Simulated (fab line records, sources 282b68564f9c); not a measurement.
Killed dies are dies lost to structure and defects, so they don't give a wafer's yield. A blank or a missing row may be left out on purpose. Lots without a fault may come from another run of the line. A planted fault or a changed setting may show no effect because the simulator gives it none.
A struck lot beside a sound one | flow rit_cmos | 45 steps out of a route of 202
Sound: wafers L441.1, L441.5, L441.6. Struck: wafers L450.3, L450.5, L450.6. The cause comes at the end.
At each step with rows: each side's tool, then ch and its chambers, then its first start. Under that, the readings that differ: sound wafers | struck wafers | difference of the means | sigmas: that difference in standard deviations of wafers without a fault.
alike: readings whose means differ by less than 2 such deviations, and words and numbers that are the same on both sides. not compared: withheld readings, readings that some wafer has no value for, bounds like >300 that may hide the same value, and numbers for which the record gives no deviation and whose values overlap.
The two part at a step that has a row with sigmas, a row that says differs or no value, or rows on one side only. Numbers that don't overlap but have no deviation are shown without sigmas and don't part them. A reading that every wafer of one side lacks parts them only if that side has two wafers or more.

first, 1 step without rows for these wafers: RIT_ACTIVE_DEVELOP_10 (develop time 50 s).
RIT_ACTIVE_CD_MEAS_11: target cd 1400 nm.
  sound on cd_sem-01, day 2 16:18; struck on cd_sem-01, day 4 14:47
  reading    | sound                | struck               | difference | sigmas
  cd_nm (nm) | 1395.9 1398.2 1399.8 | 1405.7 1402.4 1402.4 | +5.5       | +2
then, 1 step without rows for these wafers: RIT_ACTIVE_HARDBAKE_12 (time 60 s).
RIT_ACTIVE_ETCH_13: etches Si3N4 in SF6, stops on SiO2, time 210 s, target depth 210 nm.
  sound on rie_diel-01 ch 1,2,3, day 2 16:34; struck on rie_diel-01 ch 0,2,3, day 4 15:01
  alike: drypump_motor_current_A, oes_product_au, rf_fwd_power_W, throttle_valve_pct
  not compared: rf_hours_counter_h
RIT_ACTIVE_STRIP_14: strips in O2, time 180 s.
  sound on plasma_asher-04 ch 0,1, day 2 16:42; struck on plasma_asher-01 ch 0,1, day 4 15:13
  alike: drypump_motor_current_A
  not compared: rf_hours_counter_h
RIT_ACTIVE_CD_MEAS_90: target cd 1400 nm.
  sound on cd_sem-02, day 2 16:52; struck on cd_sem-01, day 4 15:22
  reading    | sound                | struck               | difference | sigmas
  cd_nm (nm) | 1396.1 1398.5 1400.0 | 1405.4 1402.4 1402.9 | +5.4       | +2
then, 4 steps without rows for these wafers: RIT_ACTIVE_CLEAN_15 (cleans in SC1, time 600 s); RIT_ACTIVE_CLEAN_16 (cleans in dHF, time 30 s); RIT_ACTIVE_CLEAN_17 (cleans in SC2, time 600 s); RIT_FOX1_OXIDATION_00 (target thk 350.7 nm, ox time 1130 s).
RIT_FOX1_THK_MEAS_01:
  sound on film_metro-01, day 2 19:50; struck on film_metro-03, day 4 17:11
  alike: FOX1_OXIDE_THK
then, 1 step without rows for these wafers: RIT_FOX1_WET_ETCH_02 (etches SiO2 in BOE, target depth 350 nm, time 390 s).
RIT_FOX2_OXIDATION_00: target thk 350.7 nm, ox time 1130 s.
  sound on furnace-03 ch 0, day 2 20:00; struck on furnace-01 ch 0, day 4 17:20
  reading                                     | sound                | struck               | difference | sigmas
  spike_tc_centre_C (C)                       | 1102.8 1102.2 1103.5 | 1118.0 1116.1 1117.5 | +14.4      | +12
  spike_tc_load_C (C)                         | 1127.8 1126.3 1126.8 | 1142.7 1141.9 1142.6 | +15.4      | +8
  spike_tc_source_C (C)                       | 1123.1 1123.1 1123.8 | 1142.3 1142.7 1144.3 | +19.8      | +10
  tube_center_temp_C (C)                      | 1100 1100 1099.9     | 1115 1115.2 1115     | +15        | +99 or more
  tube_center_temp_C_max                      | 1102.9 1102.7 1103.1 | 1117.8 1117.7 1118.5 | +15.1      | +34
  model.SiO2_of_FOX2_OXIDATION_00.thk_nm (nm) | 363.3 369.4 367      | 374.1 375.7 375.8    | +8.6       |
RIT_FOX2_THK_MEAS_01:
  sound on film_metro-01, day 2 21:19; struck on film_metro-02, day 4 18:40
  alike: FOX2_OXIDE_THK
then, 2 steps without rows for these wafers: RIT_FOX2_CLEAN_02 (cleans in dHF, time 180 s); RIT_FOX2_WET_ETCH_03 (etches Si3N4 in H3PO4, target depth 195 nm, time 2700 s).
RIT_FOX2_THK_MEAS_90:
  sound on film_metro-02, day 2 22:11; struck on film_metro-02, day 4 19:32
  alike: FIELD_OXIDE_LEFT_1_THK
then, 6 steps without rows for these wafers: RIT_NWELL_HMDS_00 (prime time 60 s); RIT_NWELL_COAT_01 (resist thk 1300 nm); RIT_NWELL_SOFTBAKE_02 (time 60 s); RIT_NWELL_EXPOSE_03 (exposes mask M2, target cd 43900 nm); RIT_NWELL_PEB_04; RIT_NWELL_DEVELOP_05 (develop time 68 s).
RIT_NWELL_OVL_MEAS_06:
  sound on overlay-01, day 2 23:08; struck on overlay-01, day 4 20:36
  alike: NWELL_OVL
then, 2 steps without rows for these wafers: RIT_NWELL_HARDBAKE_07 (time 120 s); RIT_NWELL_IMPLANT_08.
RIT_NWELL_STRIP_09: strips in O2, time 180 s.
  sound on plasma_asher-03 ch 0,1, day 2 23:34; struck on plasma_asher-04 ch 0,1, day 4 21:16
  alike: drypump_motor_current_A
  not compared: rf_hours_counter_h
RIT_NWELL_TW_MEAS_10:
  sound on film_metro-04, day 2 23:44; struck on film_metro-04, day 4 21:25
  alike: NWELL_TW
then, 6 steps without rows for these wafers: RIT_PWELL_HMDS_00 (prime time 60 s); RIT_PWELL_COAT_01 (resist thk 1300 nm); RIT_PWELL_SOFTBAKE_02 (time 60 s); RIT_PWELL_EXPOSE_03 (exposes mask M3, target cd 43700 nm); RIT_PWELL_PEB_04; RIT_PWELL_DEVELOP_05 (develop time 68 s).
RIT_PWELL_OVL_MEAS_06:
  sound on overlay-02, day 3 00:41; struck on overlay-01, day 4 22:20
  alike: PWELL_OVL
then, 2 steps without rows for these wafers: RIT_PWELL_HARDBAKE_07 (time 120 s); RIT_PWELL_IMPLANT_08.
RIT_PWELL_STRIP_09: strips in O2, time 180 s.
  sound on plasma_asher-03 ch 0,1, day 3 01:07; struck on plasma_asher-01 ch 0,1, day 4 22:49
  alike: drypump_motor_current_A
  not compared: rf_hours_counter_h
RIT_PWELL_TW_MEAS_10:
  sound on film_metro-01, day 3 01:18; struck on film_metro-01, day 4 22:58
  alike: PWELL_TW
then, 1 step without rows for these wafers: RIT_WELLDRIVE_ANNEAL_00 (time 14700 s).
RIT_WELLDRIVE_RS_MEAS_01: measures by four-point-probe.
  sound on film_metro-01, day 3 06:26; struck on film_metro-01, day 5 04:07
  alike: NWELL_RS
RIT_WELLDRIVE_RS_MEAS_02: measures by four-point-probe.
  sound on film_metro-01, day 3 06:34; struck on film_metro-01, day 5 04:14
  alike: PWELL_RS
RIT_FOX2_THK_MEAS_91:
  sound on film_metro-01, day 3 10:23; struck on film_metro-02, day 5 08:03
  alike: FIELD_OXIDE_LEFT_2_THK
RIT_SILICIDE_WET_ETCH_00: etches SiO2 in BOE, target depth 14 nm, time 15 s.
  sound on wet_bench-04 ch 3, day 4 03:47; struck on wet_bench-04 ch 3, day 6 03:55
  reading                                     | sound         | struck            | difference | sigmas
  model.SiO2_of_FOX2_OXIDATION_00.thk_nm (nm) | 164 169.1 168 | 174.2 176.8 176.4 | +8.8       |
RIT_M1_PROBE_99:
  sound on prober-02, day 4 10:46; struck on prober-02, day 6 10:54
  reading                      | sound                | struck               | difference | sigmas
  model.etest.field_n.vt_v (V) | 36.41 37.09 36.88    | 37.8 38.03 37.9      | +1.1       |
  model.etest.field_p.vt_v (V) | -12.95 -13.01 -12.99 | -13.34 -13.34 -13.34 | -0.36      |
  alike: killed_at_M0_to_M3, killed_at_contacts, killed_at_front_end, killed_dies, killed_open, killed_short
  not compared: model.etest.pldd.width_nm, model.etest.nldd.width_nm, model.etest.pwell.rs_ohm_sq, model.etest.field_p_metal.vt_v

WHERE THEY PART
First at RIT_ACTIVE_CD_MEAS_11; last, within this record, at RIT_FOX2_OXIDATION_00. Later steps at which nothing parts them and some readings are alike: RIT_FOX2_THK_MEAS_01, RIT_FOX2_THK_MEAS_90, RIT_NWELL_OVL_MEAS_06, RIT_NWELL_STRIP_09, RIT_NWELL_TW_MEAS_10, RIT_PWELL_OVL_MEAS_06, RIT_PWELL_STRIP_09, RIT_PWELL_TW_MEAS_10, RIT_WELLDRIVE_RS_MEAS_01, RIT_WELLDRIVE_RS_MEAS_02, RIT_FOX2_THK_MEAS_91, RIT_M1_PROBE_99.

WHY: what the simulator had put in
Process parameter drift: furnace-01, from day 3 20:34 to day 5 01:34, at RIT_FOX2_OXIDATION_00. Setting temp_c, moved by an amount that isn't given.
